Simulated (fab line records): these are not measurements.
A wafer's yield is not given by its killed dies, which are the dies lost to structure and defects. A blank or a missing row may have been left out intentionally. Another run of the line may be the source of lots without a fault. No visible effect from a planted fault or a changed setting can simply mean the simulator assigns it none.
A lot that was struck, set against a sound lot + flow rit cmos + 16 steps out of a route of 202
Sound: these wafers, L824.1, L824.4, L824.6. Wafers struck: L834.2, L834.4, L834.6. At the end, the cause is stated.
For every step that has rows: the tool of each side, followed by ch and its chambers, followed by its first start. Under that, the readings that differ: sound wafers + struck wafers + difference of the means + sigmas: that difference in standard deviations of wafers without a fault.
alike: words and numbers the same on both sides, and readings whose means are apart by under 2 such deviations; not compared: readings that were withheld, readings missing a value for some wafer, numbers with overlapping values and no deviation given by the record, and bounds like >300 which may hide the same value.
Wherever a step has rows on one side only, a row that says differs or no value, or a row with sigmas, the two part there. When numbers do not overlap yet have no deviation, they are printed without sigmas and do not part them. A reading that every wafer of one side lacks parts them only if that side has two wafers or more.

first, 2 steps without rows for these wafers: RIT_NRETRO_HARDBAKE_07 (time 120 s); RIT_NRETRO_IMPLANT_08.
RIT_NRETRO_STRIP_09: strips in O2, time 180 s.
  sound on plasma asher-02 ch 0,1, day 2 05:14; struck on plasma asher-02 ch 0,1, day 4 08:29
  alike: drypump motor current A, o2 flow sccm
  not compared: rf hours counter h
RIT_NRETRO_TW_MEAS_10:
  struck on film metro-02, day 4 08:40; sound on film metro-02, day 2 05:25
  alike: NRETRO_TW
then, 6 steps without rows for these wafers: RIT_PRETRO_HMDS_00 (prime time 60 s); RIT_PRETRO_COAT_01 (resist thk 1300 nm); RIT_PRETRO_SOFTBAKE_02 (time 60 s); RIT_PRETRO_EXPOSE_03 (exposes mask M5, target cd 43700 nm); RIT_PRETRO_PEB_04; RIT_PRETRO_DEVELOP_05 (develop time 68 s).
RIT_PRETRO_OVL_MEAS_06:
  struck on overlay-01, day 4 09:36; sound on overlay-01, day 2 06:29
  alike: PRETRO_OVL
then, 1 step without rows for these wafers: RIT_PRETRO_HARDBAKE_07 (time 120 s).
RIT_PRETRO_IMPLANT_08:
  sound on implanter-03 ch 0, day 2 06:46; struck on implanter-02 ch 0, day 4 09:55
| reading                   | sound             | struck            | difference | sigmas |
|---------------------------|-------------------|-------------------|------------|--------|
| implant ion amu           | 11 11 11          | 49 49 49          | +38        |        |
| model.implant.rp nm (nm)  | 142.3 142.3 142.3 | 33.11 33.11 33.11 | -109.19    |        |
| model.implant.drp nm (nm) | 55.07 55.07 55.07 | 17.23 17.23 17.23 | -37.84     |        |
  alike: faraday current uA
RIT_PRETRO_STRIP_09: strips in O2, time 180 s.
  sound on plasma asher-03 ch 0,1, day 2 06:55; struck on plasma asher-04 ch 0,1, day 4 10:02
  alike: drypump motor current A, o2 flow sccm
  not compared: rf hours counter h
RIT_PRETRO_TW_MEAS_10:
  struck on film metro-04, day 4 10:26; sound on film metro-01, day 2 07:05
| reading   | sound       | struck      | difference | sigmas |
|-----------|-------------|-------------|------------|--------|
| PRETRO_TW | 478 481 480 | 792 791 797 | +314       | +90    |
  not compared: hold
RIT_M1_PROBE_99:
  the record has rows for the sound wafers here (prober-01, day 3 08:43) and none for the struck ones

## WHERE THEY PART
First at RIT_PRETRO_TW_MEAS_10; last, within this record, at RIT_M1_PROBE_99.

WHY: what had been put in by the simulator
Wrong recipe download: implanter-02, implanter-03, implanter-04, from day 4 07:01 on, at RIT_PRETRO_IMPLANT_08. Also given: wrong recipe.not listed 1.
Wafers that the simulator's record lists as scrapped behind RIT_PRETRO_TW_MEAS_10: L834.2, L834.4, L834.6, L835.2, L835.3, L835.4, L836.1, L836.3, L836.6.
